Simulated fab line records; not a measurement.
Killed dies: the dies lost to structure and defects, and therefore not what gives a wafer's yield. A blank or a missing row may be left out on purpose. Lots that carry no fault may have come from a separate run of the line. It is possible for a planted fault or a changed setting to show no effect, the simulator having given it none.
fab line records :: flow ritCmos
[record]
  lots = 14
  wafers = 42
  lastDay = 7
route steps=202 shown SDANNEAL@153 NSD@158 M1@194
lots untouched by any fault: they come from a run of this same line in which no faults occurred
startH: hours from the record's first day to the start of the lot's first wafer shown :: waitH: how many hours have passed since the lot's step before this one :: " as in the row above :: L1.1+2: one row covering several wafers at once :: - either no value or no given start :: * or withheld: withheld :: < > ~ a bound
route shown NAME@n: a module of which the file shows steps, and the number in the route of the first :: usual: average and standard deviation across the fault-free wafers :: same: alike in all rows :: chamber/n: place in a boat :: sites: per-site readings :: _std_site: how widely they spread, as a standard deviation :: _edge_site: mean of outer sites minus mean of inner sites :: radiusMm: how far each site lies from the wafer's centre :: mask NAME#n: copy n :: behind: the tool/chamber that last shaped the wafer :: hold: why the lot was held/for how many hours/how that ended :: device: transistor that didn't switch, given as n, p or np :: end of line: the same wafers' tests at the end of the route :: step lacking rows: just its recipe :: killed: dies that structure and defects cost at the first sort, which is not the same as the wafer's yield :: map: a wafer's dies, x killed, . not, _ none there
set.NAME: the run value of the setting; set.NAME@STEP: its run value at that earlier step :: model.NAME: the simulator's own value behind a step, which no gauge read
steps of the route over a sample of lots; a table a step, a row a wafer
services: from which hour (startH, from the record's first day; less than 0 if before it) a tool's chamber was out of use, for how many hours, and why
[[steps]]
[step RIT_SDANNEAL_CLEAN_00]
[recipe]
  chemistry = SC1
  mix = 3:3:50
  timeS = 600
  tempC = 75
[usual]
  bathGuardTempC = 74.8/0.65
lot.wafer: L843.3
tool: wetBench-04
chamber: 3
startH: 58.03
waitH: 0.0
bathGuardTempC: 75.0

lot.wafer: L843.5
tool: wetBench-04
chamber: 3
startH: 58.03
waitH: 0.0
bathGuardTempC: 75.1

lot.wafer: L843.6
tool: wetBench-04
chamber: 3
startH: 58.03
waitH: 0.0
bathGuardTempC: 75.1

lot.wafer: L844.1
tool: wetBench-04
chamber: 1
startH: 62.83
waitH: 0.1
bathGuardTempC: 74.6

lot.wafer: L844.2
tool: wetBench-04
chamber: 1
startH: 62.83
waitH: 0.1
bathGuardTempC: 75.1

lot.wafer: L844.4
tool: wetBench-04
chamber: 1
startH: 62.83
waitH: 0.1
bathGuardTempC: 74.9

lot.wafer: L845.2
tool: wetBench-04
chamber: 3
startH: 66.48
waitH: 0.0
bathGuardTempC: 74.7

lot.wafer: L845.3
tool: wetBench-04
chamber: 3
startH: 66.48
waitH: 0.0
bathGuardTempC: 74.8

lot.wafer: L845.6
tool: wetBench-04
chamber: 3
startH: 66.48
waitH: 0.0
bathGuardTempC: 75.0

lot.wafer: L846.2
tool: wetBench-04
chamber: 0
startH: 73.60
waitH: 0.0
bathGuardTempC: 75.2

lot.wafer: L846.3
tool: wetBench-04
chamber: 0
startH: 73.60
waitH: 0.0
bathGuardTempC: 75.4

lot.wafer: L846.5
tool: wetBench-04
chamber: 0
startH: 73.60
waitH: 0.0
bathGuardTempC: 74.9

lot.wafer: L847.1
tool: wetBench-02
chamber: 0
startH: 77.18
waitH: 0.1
bathGuardTempC: 73.4

lot.wafer: L847.3
tool: wetBench-02
chamber: 0
startH: 77.18
waitH: 0.1
bathGuardTempC: 73.7

lot.wafer: L847.6
tool: wetBench-02
chamber: 0
startH: 77.18
waitH: 0.1
bathGuardTempC: 73.2

lot.wafer: L848.3
tool: wetBench-04
chamber: 1
startH: 81.62
waitH: 0.0
bathGuardTempC: 74.9

lot.wafer: L848.4
tool: wetBench-04
chamber: 1
startH: 81.62
waitH: 0.0
bathGuardTempC: 75.1

lot.wafer: L848.5
tool: wetBench-04
chamber: 1
startH: 81.62
waitH: 0.0
bathGuardTempC: 74.7

lot.wafer: L849.1
tool: wetBench-04
chamber: 1
startH: 91.17
waitH: 0.1
bathGuardTempC: 74.7

lot.wafer: L849.3
tool: wetBench-04
chamber: 1
startH: 91.17
waitH: 0.1
bathGuardTempC: 74.9

lot.wafer: L849.6
tool: wetBench-04
chamber: 1
startH: 91.17
waitH: 0.1
bathGuardTempC: 74.8

lot.wafer: L857.1
tool: wetBench-03
chamber: 1
startH: 125.52
waitH: 0.1
bathGuardTempC: 75.1

lot.wafer: L857.2
tool: wetBench-03
chamber: 1
startH: 125.52
waitH: 0.1
bathGuardTempC: 75.2

lot.wafer: L857.6
tool: wetBench-03
chamber: 1
startH: 125.52
waitH: 0.1
bathGuardTempC: 75.3

lot.wafer: L858.2
tool: wetBench-02
chamber: 1
startH: 127.37
waitH: 0.0
bathGuardTempC: 74.8

lot.wafer: L858.4
tool: wetBench-02
chamber: 1
startH: 127.37
waitH: 0.0
bathGuardTempC: 74.6

lot.wafer: L858.6
tool: wetBench-02
chamber: 1
startH: 127.37
waitH: 0.0
bathGuardTempC: 75.0

lot.wafer: L859.1
tool: wetBench-02
chamber: 1
startH: 131.47
waitH: 0.1
bathGuardTempC: 75.2

lot.wafer: L859.2
tool: wetBench-02
chamber: 1
startH: 131.47
waitH: 0.1
bathGuardTempC: 74.9

lot.wafer: L859.4
tool: wetBench-02
chamber: 1
startH: 131.47
waitH: 0.1
bathGuardTempC: 75.0

lot.wafer: L862.2
tool: wetBench-04
chamber: 0
startH: 152.19
waitH: 0.0
bathGuardTempC: 75.1

lot.wafer: L862.3
tool: wetBench-04
chamber: 0
startH: 152.19
waitH: 0.0
bathGuardTempC: 74.6

lot.wafer: L862.4
tool: wetBench-04
chamber: 0
startH: 152.19
waitH: 0.0
bathGuardTempC: 74.9

lot.wafer: L863.1
tool: wetBench-03
chamber: 2
startH: 156.21
waitH: 0.1
bathGuardTempC: 75.6

lot.wafer: L863.5
tool: wetBench-03
chamber: 2
startH: 156.21
waitH: 0.1
bathGuardTempC: 75.2

lot.wafer: L863.6
tool: wetBench-03
chamber: 2
startH: 156.21
waitH: 0.1
bathGuardTempC: 75.7

lot.wafer: L864.1
tool: wetBench-03
chamber: 2
startH: 159.62
waitH: 0.1
bathGuardTempC: 75.6

lot.wafer: L864.3
tool: wetBench-03
chamber: 2
startH: 159.62
waitH: 0.1
bathGuardTempC: 75.6

lot.wafer: L864.4
tool: wetBench-03
chamber: 2
startH: 159.62
waitH: 0.1
bathGuardTempC: 75.2

lot.wafer: L865.2
tool: wetBench-03
chamber: 0
startH: 164.27
waitH: 0.0
bathGuardTempC: 74.5

lot.wafer: L865.4
tool: wetBench-03
chamber: 0
startH: 164.27
waitH: 0.0
bathGuardTempC: 74.5

lot.wafer: L865.6
tool: wetBench-03
chamber: 0
startH: 164.27
waitH: 0.0
bathGuardTempC: 74.8
[step RIT_SDANNEAL_RTA_03]
[recipe]
  tempC = 1050
  timeS = 5
  idleTempC = 600
  rampUpCPerS = 342
  rampDownCPerS = 171
  coolToC = 600
  ambient = N2
[usual]
  wafer_temp_C_max = 1053.5/1.2
lot.wafer: L843.3
tool: rtpAnneal-02
chamber: 0
startH: 58.42
waitH: 0.0
wafer_temp_C_max: 1053.8

lot.wafer: L843.5
tool: rtpAnneal-02
chamber: 0
startH: 58.42
waitH: 0.0
wafer_temp_C_max: 1053.9

lot.wafer: L843.6
tool: rtpAnneal-02
chamber: 0
startH: 58.42
waitH: 0.0
wafer_temp_C_max: 1054.6

lot.wafer: L844.1
tool: rtpAnneal-02
chamber: 0
startH: 63.23
waitH: 0.0
wafer_temp_C_max: 1053.0

lot.wafer: L844.2
tool: rtpAnneal-02
chamber: 0
startH: 63.23
waitH: 0.0
wafer_temp_C_max: 1052.8

lot.wafer: L844.4
tool: rtpAnneal-02
chamber: 0
startH: 63.23
waitH: 0.0
wafer_temp_C_max: 1052.5

lot.wafer: L845.2
tool: rtpAnneal-02
chamber: 0
startH: 66.85
waitH: 0.0
wafer_temp_C_max: 1052.6

lot.wafer: L845.3
tool: rtpAnneal-02
chamber: 0
startH: 66.85
waitH: 0.0
wafer_temp_C_max: 1054.0

lot.wafer: L845.6
tool: rtpAnneal-02
chamber: 0
startH: 66.85
waitH: 0.0
wafer_temp_C_max: 1054.4

lot.wafer: L846.2
tool: rtpAnneal-02
chamber: 0
startH: 73.98
waitH: 0.0
wafer_temp_C_max: 1053.1

lot.wafer: L846.3
tool: rtpAnneal-02
chamber: 0
startH: 73.98
waitH: 0.0
wafer_temp_C_max: 1053.2

lot.wafer: L846.5
tool: rtpAnneal-02
chamber: 0
startH: 73.98
waitH: 0.0
wafer_temp_C_max: 1053.0

lot.wafer: L847.1
tool: rtpAnneal-01
chamber: 0
startH: 78.08
waitH: 0.0
wafer_temp_C_max: 1053.5

lot.wafer: L847.3
tool: rtpAnneal-01
chamber: 0
startH: 78.08
waitH: 0.0
wafer_temp_C_max: 1054.4

lot.wafer: L847.6
tool: rtpAnneal-01
chamber: 0
startH: 78.08
waitH: 0.0
wafer_temp_C_max: 1052.8

lot.wafer: L848.3
tool: rtpAnneal-02
chamber: 0
startH: 82.01
waitH: 0.0
wafer_temp_C_max: 1051.6

lot.wafer: L848.4
tool: rtpAnneal-02
chamber: 0
startH: 82.01
waitH: 0.0
wafer_temp_C_max: 1053.1

lot.wafer: L848.5
tool: rtpAnneal-02
chamber: 0
startH: 82.01
waitH: 0.0
wafer_temp_C_max: 1054.7

lot.wafer: L849.1
tool: rtpAnneal-02
chamber: 0
startH: 91.53
waitH: 0.0
wafer_temp_C_max: 1052.6

lot.wafer: L849.3
tool: rtpAnneal-02
chamber: 0
startH: 91.53
waitH: 0.0
wafer_temp_C_max: 1053.3

lot.wafer: L849.6
tool: rtpAnneal-02
chamber: 0
startH: 91.53
waitH: 0.0
wafer_temp_C_max: 1054.6

lot.wafer: L857.1
tool: rtpAnneal-01
chamber: 0
startH: 125.92
waitH: 0.0
wafer_temp_C_max: 1053.7

lot.wafer: L857.2
tool: rtpAnneal-01
chamber: 0
startH: 125.92
waitH: 0.0
wafer_temp_C_max: 1053.8

lot.wafer: L857.6
tool: rtpAnneal-01
chamber: 0
startH: 125.92
waitH: 0.0
wafer_temp_C_max: 1050.9

lot.wafer: L858.2
tool: rtpAnneal-02
chamber: 0
startH: 127.75
waitH: 0.0
wafer_temp_C_max: 1054.0

lot.wafer: L858.4
tool: rtpAnneal-02
chamber: 0
startH: 127.75
waitH: 0.0
wafer_temp_C_max: 1052.7

lot.wafer: L858.6
tool: rtpAnneal-02
chamber: 0
startH: 127.75
waitH: 0.0
wafer_temp_C_max: 1053.6

lot.wafer: L859.1
tool: rtpAnneal-01
chamber: 0
startH: 131.86
waitH: 0.0
wafer_temp_C_max: 1052.8

lot.wafer: L859.2
tool: rtpAnneal-01
chamber: 0
startH: 131.86
waitH: 0.0
wafer_temp_C_max: 1052.0

lot.wafer: L859.4
tool: rtpAnneal-01
chamber: 0
startH: 131.86
waitH: 0.0
wafer_temp_C_max: 1054.1

lot.wafer: L862.2
tool: rtpAnneal-02
chamber: 0
startH: 152.56
waitH: 0.0
wafer_temp_C_max: 1055.7

lot.wafer: L862.3
tool: rtpAnneal-02
chamber: 0
startH: 152.56
waitH: 0.0
wafer_temp_C_max: 1054.3

lot.wafer: L862.4
tool: rtpAnneal-02
chamber: 0
startH: 152.56
waitH: 0.0
wafer_temp_C_max: 1052.5

lot.wafer: L863.1
tool: rtpAnneal-01
chamber: 0
startH: 156.58
waitH: 0.0
wafer_temp_C_max: 1052.8

lot.wafer: L863.5
tool: rtpAnneal-01
chamber: 0
startH: 156.58
waitH: 0.0
wafer_temp_C_max: 1053.4

lot.wafer: L863.6
tool: rtpAnneal-01
chamber: 0
startH: 156.58
waitH: 0.0
wafer_temp_C_max: 1052.9

lot.wafer: L864.1
tool: rtpAnneal-02
chamber: 0
startH: 159.99
waitH: 0.0
wafer_temp_C_max: 1054.1

lot.wafer: L864.3
tool: rtpAnneal-02
chamber: 0
startH: 159.99
waitH: 0.0
wafer_temp_C_max: 1052.7

lot.wafer: L864.4
tool: rtpAnneal-02
chamber: 0
startH: 159.99
waitH: 0.0
wafer_temp_C_max: 1053.8

lot.wafer: L865.2
tool: rtpAnneal-01
chamber: 0
startH: 164.87
waitH: 0.0
wafer_temp_C_max: 1052.8

lot.wafer: L865.4
tool: rtpAnneal-01
chamber: 0
startH: 164.87
waitH: 0.0
wafer_temp_C_max: 1053.9

lot.wafer: L865.6
tool: rtpAnneal-01
chamber: 0
startH: 164.87
waitH: 0.0
wafer_temp_C_max: 1052.0
[step RIT_SDANNEAL_RS_MEAS_05]
[recipe]
  thkMeasGauge = four-point-probe
[usual]
  NSD_RS = 84.3/0.33
lot.wafer: L843.3
tool: filmMetro-03
chamber: -
startH: 58.62
waitH: 0.1
NSD_RS[ohm/sq]: 84.1

lot.wafer: L843.5
tool: filmMetro-03
chamber: -
startH: 58.62
waitH: 0.1
NSD_RS[ohm/sq]: 83.8

lot.wafer: L843.6
tool: filmMetro-03
chamber: -
startH: 58.62
waitH: 0.1
NSD_RS[ohm/sq]: 84.1

lot.wafer: L844.1
tool: filmMetro-03
chamber: -
startH: 63.40
waitH: 0.1
NSD_RS[ohm/sq]: 84.0

lot.wafer: L844.2
tool: filmMetro-03
chamber: -
startH: 63.40
waitH: 0.1
NSD_RS[ohm/sq]: 83.7

lot.wafer: L844.4
tool: filmMetro-03
chamber: -
startH: 63.40
waitH: 0.1
NSD_RS[ohm/sq]: 83.8

lot.wafer: L845.2
tool: filmMetro-03
chamber: -
startH: 67.04
waitH: 0.1
NSD_RS[ohm/sq]: 84.3

lot.wafer: L845.3
tool: filmMetro-03
chamber: -
startH: 67.04
waitH: 0.1
NSD_RS[ohm/sq]: 84.0

lot.wafer: L845.6
tool: filmMetro-03
chamber: -
startH: 67.04
waitH: 0.1
NSD_RS[ohm/sq]: 83.9

lot.wafer: L846.2
tool: filmMetro-03
chamber: -
startH: 74.16
waitH: 0.1
NSD_RS[ohm/sq]: 83.4

lot.wafer: L846.3
tool: filmMetro-03
chamber: -
startH: 74.16
waitH: 0.1
NSD_RS[ohm/sq]: 83.8

lot.wafer: L846.5
tool: filmMetro-03
chamber: -
startH: 74.16
waitH: 0.1
NSD_RS[ohm/sq]: 83.8

lot.wafer: L847.1
tool: filmMetro-01
chamber: -
startH: 78.26
waitH: 0.1
NSD_RS[ohm/sq]: 84.7

lot.wafer: L847.3
tool: filmMetro-01
chamber: -
startH: 78.26
waitH: 0.1
NSD_RS[ohm/sq]: 84.3

lot.wafer: L847.6
tool: filmMetro-01
chamber: -
startH: 78.26
waitH: 0.1
NSD_RS[ohm/sq]: 84.8

lot.wafer: L848.3
tool: filmMetro-03
chamber: -
startH: 82.21
waitH: 0.1
NSD_RS[ohm/sq]: 84.4

lot.wafer: L848.4
tool: filmMetro-03
chamber: -
startH: 82.21
waitH: 0.1
NSD_RS[ohm/sq]: 84.2

lot.wafer: L848.5
tool: filmMetro-03
chamber: -
startH: 82.21
waitH: 0.1
NSD_RS[ohm/sq]: 84.4

lot.wafer: L849.1
tool: filmMetro-01
chamber: -
startH: 91.71
waitH: 0.1
NSD_RS[ohm/sq]: 84.6

lot.wafer: L849.3
tool: filmMetro-01
chamber: -
startH: 91.71
waitH: 0.1
NSD_RS[ohm/sq]: 84.2

lot.wafer: L849.6
tool: filmMetro-01
chamber: -
startH: 91.71
waitH: 0.1
NSD_RS[ohm/sq]: 84.3

lot.wafer: L857.1
tool: filmMetro-03
chamber: -
startH: 126.10
waitH: 0.1
NSD_RS[ohm/sq]: 84.0

lot.wafer: L857.2
tool: filmMetro-03
chamber: -
startH: 126.10
waitH: 0.1
NSD_RS[ohm/sq]: 84.0

lot.wafer: L857.6
tool: filmMetro-03
chamber: -
startH: 126.10
waitH: 0.1
NSD_RS[ohm/sq]: 84.0

lot.wafer: L858.2
tool: filmMetro-03
chamber: -
startH: 127.94
waitH: 0.1
NSD_RS[ohm/sq]: 84.2

lot.wafer: L858.4
tool: filmMetro-03
chamber: -
startH: 127.94
waitH: 0.1
NSD_RS[ohm/sq]: 84.4

lot.wafer: L858.6
tool: filmMetro-03
chamber: -
startH: 127.94
waitH: 0.1
NSD_RS[ohm/sq]: 84.5

lot.wafer: L859.1
tool: filmMetro-03
chamber: -
startH: 132.04
waitH: 0.1
NSD_RS[ohm/sq]: 84.1

lot.wafer: L859.2
tool: filmMetro-03
chamber: -
startH: 132.04
waitH: 0.1
NSD_RS[ohm/sq]: 83.9

lot.wafer: L859.4
tool: filmMetro-03
chamber: -
startH: 132.04
waitH: 0.1
NSD_RS[ohm/sq]: 83.9

lot.wafer: L862.2
tool: filmMetro-01
chamber: -
startH: 152.75
waitH: 0.1
NSD_RS[ohm/sq]: 84.7

lot.wafer: L862.3
tool: filmMetro-01
chamber: -
startH: 152.75
waitH: 0.1
NSD_RS[ohm/sq]: 84.9

lot.wafer: L862.4
tool: filmMetro-01
chamber: -
startH: 152.75
waitH: 0.1
NSD_RS[ohm/sq]: 84.6

lot.wafer: L863.1
tool: filmMetro-01
chamber: -
startH: 156.76
waitH: 0.1
NSD_RS[ohm/sq]: 84.2

lot.wafer: L863.5
tool: filmMetro-01
chamber: -
startH: 156.76
waitH: 0.1
NSD_RS[ohm/sq]: 84.4

lot.wafer: L863.6
tool: filmMetro-01
chamber: -
startH: 156.76
waitH: 0.1
NSD_RS[ohm/sq]: 84.5

lot.wafer: L864.1
tool: filmMetro-01
chamber: -
startH: 160.16
waitH: 0.1
NSD_RS[ohm/sq]: 84.1

lot.wafer: L864.3
tool: filmMetro-01
chamber: -
startH: 160.16
waitH: 0.1
NSD_RS[ohm/sq]: 84.6

lot.wafer: L864.4
tool: filmMetro-01
chamber: -
startH: 160.16
waitH: 0.1
NSD_RS[ohm/sq]: 84.4

lot.wafer: L865.2
tool: filmMetro-02
chamber: -
startH: 165.10
waitH: 0.1
NSD_RS[ohm/sq]: 84.6

lot.wafer: L865.4
tool: filmMetro-02
chamber: -
startH: 165.10
waitH: 0.1
NSD_RS[ohm/sq]: 84.6

lot.wafer: L865.6
tool: filmMetro-02
chamber: -
startH: 165.10
waitH: 0.1
NSD_RS[ohm/sq]: 84.6
[step RIT_M1_OVL_MEAS_10]
[usual]
  M1_OVL = -0.5/1.5
lot.wafer: L843.3
tool: overlay-01
chamber: -
startH: 63.51
waitH: 0.1
M1_OVL[nm]: 0.2

lot.wafer: L843.5
tool: overlay-01
chamber: -
startH: 63.51
waitH: 0.1
M1_OVL[nm]: -0.5

lot.wafer: L843.6
tool: overlay-01
chamber: -
startH: 63.51
waitH: 0.1
M1_OVL[nm]: -0.4

lot.wafer: L844.1
tool: overlay-02
chamber: -
startH: 68.26
waitH: 0.1
M1_OVL[nm]: 1.3

lot.wafer: L844.2
tool: overlay-02
chamber: -
startH: 68.26
waitH: 0.1
M1_OVL[nm]: -1.5

lot.wafer: L844.4
tool: overlay-02
chamber: -
startH: 68.26
waitH: 0.1
M1_OVL[nm]: 0.7

lot.wafer: L845.2
tool: overlay-02
chamber: -
startH: 71.79
waitH: 0.1
M1_OVL[nm]: 1.6

lot.wafer: L845.3
tool: overlay-02
chamber: -
startH: 71.79
waitH: 0.1
M1_OVL[nm]: 0.3

lot.wafer: L845.6
tool: overlay-02
chamber: -
startH: 71.79
waitH: 0.1
M1_OVL[nm]: 1.7

lot.wafer: L846.2
tool: overlay-01
chamber: -
startH: 79.75
waitH: 0.1
M1_OVL[nm]: 0.6

lot.wafer: L846.3
tool: overlay-01
chamber: -
startH: 79.75
waitH: 0.1
M1_OVL[nm]: -0.8

lot.wafer: L846.5
tool: overlay-01
chamber: -
startH: 79.75
waitH: 0.1
M1_OVL[nm]: -0.1

lot.wafer: L847.1
tool: overlay-02
chamber: -
startH: 82.97
waitH: 0.1
M1_OVL[nm]: -1.4

lot.wafer: L847.3
tool: overlay-02
chamber: -
startH: 82.97
waitH: 0.1
M1_OVL[nm]: 0.1

lot.wafer: L847.6
tool: overlay-02
chamber: -
startH: 82.97
waitH: 0.1
M1_OVL[nm]: -1.2

lot.wafer: L848.3
tool: overlay-02
chamber: -
startH: 86.90
waitH: 0.1
M1_OVL[nm]: -2.7

lot.wafer: L848.4
tool: overlay-02
chamber: -
startH: 86.90
waitH: 0.1
M1_OVL[nm]: -1.7

lot.wafer: L848.5
tool: overlay-02
chamber: -
startH: 86.90
waitH: 0.1
M1_OVL[nm]: -0.3

lot.wafer: L849.1
tool: overlay-02
chamber: -
startH: 96.43
waitH: 0.1
M1_OVL[nm]: -4.4

lot.wafer: L849.3
tool: overlay-02
chamber: -
startH: 96.43
waitH: 0.1
M1_OVL[nm]: -4.0

lot.wafer: L849.6
tool: overlay-02
chamber: -
startH: 96.43
waitH: 0.1
M1_OVL[nm]: -3.4

lot.wafer: L857.1
tool: overlay-02
chamber: -
startH: 130.69
waitH: 0.1
M1_OVL[nm]: 0.3

lot.wafer: L857.2
tool: overlay-02
chamber: -
startH: 130.69
waitH: 0.1
M1_OVL[nm]: -0.4

lot.wafer: L857.6
tool: overlay-02
chamber: -
startH: 130.69
waitH: 0.1
M1_OVL[nm]: -1.0

lot.wafer: L858.2
tool: overlay-02
chamber: -
startH: 132.66
waitH: 0.1
M1_OVL[nm]: -0.9

lot.wafer: L858.4
tool: overlay-02
chamber: -
startH: 132.66
waitH: 0.1
M1_OVL[nm]: -2.4

lot.wafer: L858.6
tool: overlay-02
chamber: -
startH: 132.66
waitH: 0.1
M1_OVL[nm]: -1.7

lot.wafer: L859.1
tool: overlay-02
chamber: -
startH: 136.89
waitH: 0.1
M1_OVL[nm]: 0.6

lot.wafer: L859.2
tool: overlay-02
chamber: -
startH: 136.89
waitH: 0.1
M1_OVL[nm]: 1.5

lot.wafer: L859.4
tool: overlay-02
chamber: -
startH: 136.89
waitH: 0.1
M1_OVL[nm]: 2.0

lot.wafer: L862.2
tool: overlay-02
chamber: -
startH: 157.48
waitH: 0.1
M1_OVL[nm]: 1.5

lot.wafer: L862.3
tool: overlay-02
chamber: -
startH: 157.48
waitH: 0.1
M1_OVL[nm]: -0.3

lot.wafer: L862.4
tool: overlay-02
chamber: -
startH: 157.48
waitH: 0.1
M1_OVL[nm]: 1.1

lot.wafer: L863.1
tool: overlay-01
chamber: -
startH: 161.58
waitH: 0.1
M1_OVL[nm]: -0.6

lot.wafer: L863.5
tool: overlay-01
chamber: -
startH: 161.58
waitH: 0.1
M1_OVL[nm]: 1.2

lot.wafer: L863.6
tool: overlay-01
chamber: -
startH: 161.58
waitH: 0.1
M1_OVL[nm]: 1.0

lot.wafer: L864.1
tool: overlay-01
chamber: -
startH: 165.18
waitH: 0.1
M1_OVL[nm]: -2.2

lot.wafer: L864.3
tool: overlay-01
chamber: -
startH: 165.18
waitH: 0.1
M1_OVL[nm]: 1.4

lot.wafer: L864.4
tool: overlay-01
chamber: -
startH: 165.18
waitH: 0.1
M1_OVL[nm]: -1.0

lot.wafer: L865.2
tool: overlay-01
chamber: -
startH: 169.85
waitH: 0.1
M1_OVL[nm]: -0.4

lot.wafer: L865.4
tool: overlay-01
chamber: -
startH: 169.85
waitH: 0.1
M1_OVL[nm]: -1.3

lot.wafer: L865.6
tool: overlay-01
chamber: -
startH: 169.85
waitH: 0.1
M1_OVL[nm]: -0.2
[step RIT_M1_PROBE_99]
[usual]
  killedAtContacts = 0.1/0.25
  killedAtFrontEnd = 6.8/2.9
  killedDies = 6.9/2.9
  killedOnRim = 1.7/1.3
  killedOpen = 3.3/1.9
  killedShort = 3.6/1.9
[same]
  grossDies = 264
  killed_at_M0_to_M3 = 0
  killed_at_M4_up = 0
  killedAtBackSide = 0
  killedAtOther = 0
lot.wafer: L843.3
tool: prober-02
chamber: -
startH: 66.24
waitH: 0.2
hold: -
killedAtContacts: 0
killedAtFrontEnd: 9
killedDies: 9
killedOnRim: 0
killedOpen: 2
killedShort: 7

lot.wafer: L843.5
tool: prober-02
chamber: -
startH: 66.34
waitH: 0.2
hold: -
killedAtContacts: 0
killedAtFrontEnd: 5
killedDies: 5
killedOnRim: 1
killedOpen: 2
killedShort: 3

lot.wafer: L843.6
tool: prober-02
chamber: -
startH: 66.39
waitH: 0.2
hold: -
killedAtContacts: 0
killedAtFrontEnd: 4
killedDies: 4
killedOnRim: 1
killedOpen: 4
killedShort: 0

lot.wafer: L845.2
tool: prober-02
chamber: -
startH: 74.37
waitH: 0.1
hold: -
killedAtContacts: 0
killedAtFrontEnd: 4
killedDies: 4
killedOnRim: 1
killedOpen: 3
killedShort: 1

lot.wafer: L845.3
tool: prober-02
chamber: -
startH: 74.42
waitH: 0.2
hold: -
killedAtContacts: 0
killedAtFrontEnd: 7
killedDies: 7
killedOnRim: 0
killedOpen: 5
killedShort: 2

lot.wafer: L845.6
tool: prober-02
chamber: -
startH: 74.57
waitH: 0.2
hold: -
killedAtContacts: 1
killedAtFrontEnd: 6
killedDies: 7
killedOnRim: 2
killedOpen: 3
killedShort: 4

lot.wafer: L849.1
tool: prober-01
chamber: -
startH: 98.97
waitH: 0.1
hold: -
killedAtContacts: 0
killedAtFrontEnd: 5
killedDies: 5
killedOnRim: 2
killedOpen: 3
killedShort: 2

lot.wafer: L849.3
tool: prober-01
chamber: -
startH: 99.07
waitH: 0.2
hold: -
killedAtContacts: 0
killedAtFrontEnd: 2
killedDies: 2
killedOnRim: 0
killedOpen: 0
killedShort: 2

lot.wafer: L849.6
tool: prober-01
chamber: -
startH: 99.22
waitH: 0.2
hold: -
killedAtContacts: 0
killedAtFrontEnd: 7
killedDies: 7
killedOnRim: 1
killedOpen: 4
killedShort: 3

lot.wafer: L858.2
tool: prober-02
chamber: -
startH: 135.26
waitH: 0.1
hold: awaitDispo/5.5h/release
killedAtContacts: 0
killedAtFrontEnd: 20
killedDies: 20
killedOnRim: 8
killedOpen: 3
killedShort: 2

lot.wafer: L858.4
tool: prober-02
chamber: -
startH: 135.36
waitH: 0.2
hold: awaitDispo/5.5h/release
killedAtContacts: 0
killedAtFrontEnd: 29
killedDies: 29
killedOnRim: 10
killedOpen: 3
killedShort: 3

lot.wafer: L858.6
tool: prober-02
chamber: -
startH: 135.46
waitH: 0.2
hold: awaitDispo/5.5h/release
killedAtContacts: 0
killedAtFrontEnd: 23
killedDies: 23
killedOnRim: 5
killedOpen: 2
killedShort: 3

lot.wafer: L859.1
tool: prober-01
chamber: -
startH: 139.43
waitH: 0.1
hold: awaitDispo/1.7h/release
killedAtContacts: 0
killedAtFrontEnd: 26
killedDies: 26
killedOnRim: 9
killedOpen: 4
killedShort: 2

lot.wafer: L859.2
tool: prober-01
chamber: -
startH: 139.48
waitH: 0.1
hold: awaitDispo/1.7h/release
killedAtContacts: 0
killedAtFrontEnd: 29
killedDies: 29
killedOnRim: 9
killedOpen: 5
killedShort: 3

lot.wafer: L859.4
tool: prober-01
chamber: -
startH: 139.58
waitH: 0.2
hold: awaitDispo/1.7h/release
killedAtContacts: 0
killedAtFrontEnd: 21
killedDies: 21
killedOnRim: 8
killedOpen: 0
killedShort: 1
// killed by level:class
L843.3 FOX1:geometricParticle:short=2 FOX2:geometricParticle:short=2 GATE:geometricParticle:open=1 GATE:geometricParticle:short=1 REOX:geometricParticle:open=1 REOX:geometricParticle:short=1 SILICIDE:geometricParticle:short=1
L843.5 GATE:geometricParticle:open=2 SPACER:geometricParticle:short=2 GATE:geometricParticle:short=1
L843.6 FOX2:geometricParticle:open=2 REOX:geometricParticle:open=2
L845.2 GATE:geometricParticle:open=2 FOX2:geometricParticle:short=1 SPACER:geometricParticle:open=1
L845.3 GATE:geometricParticle:open=3 FOX1:geometricParticle:open=1 GATE:geometricParticle:short=1 REOX:geometricParticle:short=1 REOX:geometricParticle:open=1
L845.6 GATE:geometricParticle:short=2 FOX2:geometricParticle:short=1 FOX2:geometricParticle:open=1 GATE:geometricParticle:open=1 REOX:geometricParticle:short=1 CONTACT:geometricParticle:open=1
L849.1 SILICIDE:geometricParticle:open=3 FOX1:geometricParticle:short=1 FOX2:geometricParticle:short=1
L849.3 REOX:geometricParticle:short=1 SILICIDE:geometricParticle:short=1
L849.6 SILICIDE:geometricParticle:open=3 FOX1:geometricParticle:short=2 ACTIVE:geometricParticle:short=1 FOX2:geometricParticle:open=1
L858.2 SDANNEAL:unspecified=15 FOX1:geometricParticle:open=2 GATE:geometricParticle:short=2 FOX2:geometricParticle:open=1
L858.4 SDANNEAL:unspecified=23 FOX1:geometricParticle:short=2 FOX1:geometricParticle:open=2 GATE:geometricParticle:short=1 SILICIDE:geometricParticle:open=1
L858.6 SDANNEAL:unspecified=18 REOX:geometricParticle:short=2 FOX1:geometricParticle:short=1 GATE:geometricParticle:open=1 REOX:geometricParticle:open=1
L859.1 SDANNEAL:unspecified=20 GATE:geometricParticle:open=2 GATE:geometricParticle:short=1 REOX:geometricParticle:short=1 SPACER:geometricParticle:open=1 SILICIDE:geometricParticle:open=1
L859.2 SDANNEAL:unspecified=21 GATE:geometricParticle:open=2 REOX:geometricParticle:open=2 FOX1:geometricParticle:open=1 FOX2:geometricParticle:short=1 GATE:geometricParticle:short=1 SILICIDE:geometricParticle:short=1
L859.4 SDANNEAL:unspecified=20 GATE:geometricParticle:short=1
[[services]]
tool: rtpAnneal-01
chamber: -
startH: 38.90
hours: 35.1
kind: pm

tool: rtpAnneal-01
chamber: -
startH: 79.63
hours: 5.0
kind: pm

tool: wetBench-03
chamber: -
startH: 105.54
hours: 1.9
kind: repair
[[key]]
[firstSign]
  step = RIT_M1_PROBE_99
  reading = killedAtFrontEnd
  direction = up
  sigmas = 6.1
  usual = 6.8
  struck = 24.7
[effect]
  step = RIT_M1_PROBE_99
  reading = killedDies
  direction = up
  sigmas = 6.1
  usual = 6.9
  struck = 24.7
metAt RIT_SDANNEAL_CLEAN_00
struckLots L858,L859
testerLeftOut L858,L859
notActingAt RIT_SDANNEAL_RTA_03,RIT_SDANNEAL_RS_MEAS_05,RIT_M1_OVL_MEAS_10
onsetBetween 77.18 127.37
[fault]
  kind = chamberParticleSource
  tool = wetBench-02
  chamber = -
  onsetH = 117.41
  steps = RIT_SDANNEAL_CLEAN_00
  ratePerVisitCm2 = 0.45214
  endH = 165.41
// testerLeftOut: of these lots the tester's yield and bins aren't shown, on N5 and GAA mostly nor the transistor test; their killed dies are dies lost to structure and defects alone, not to doping, threshold or leakage, so they don't give the yield
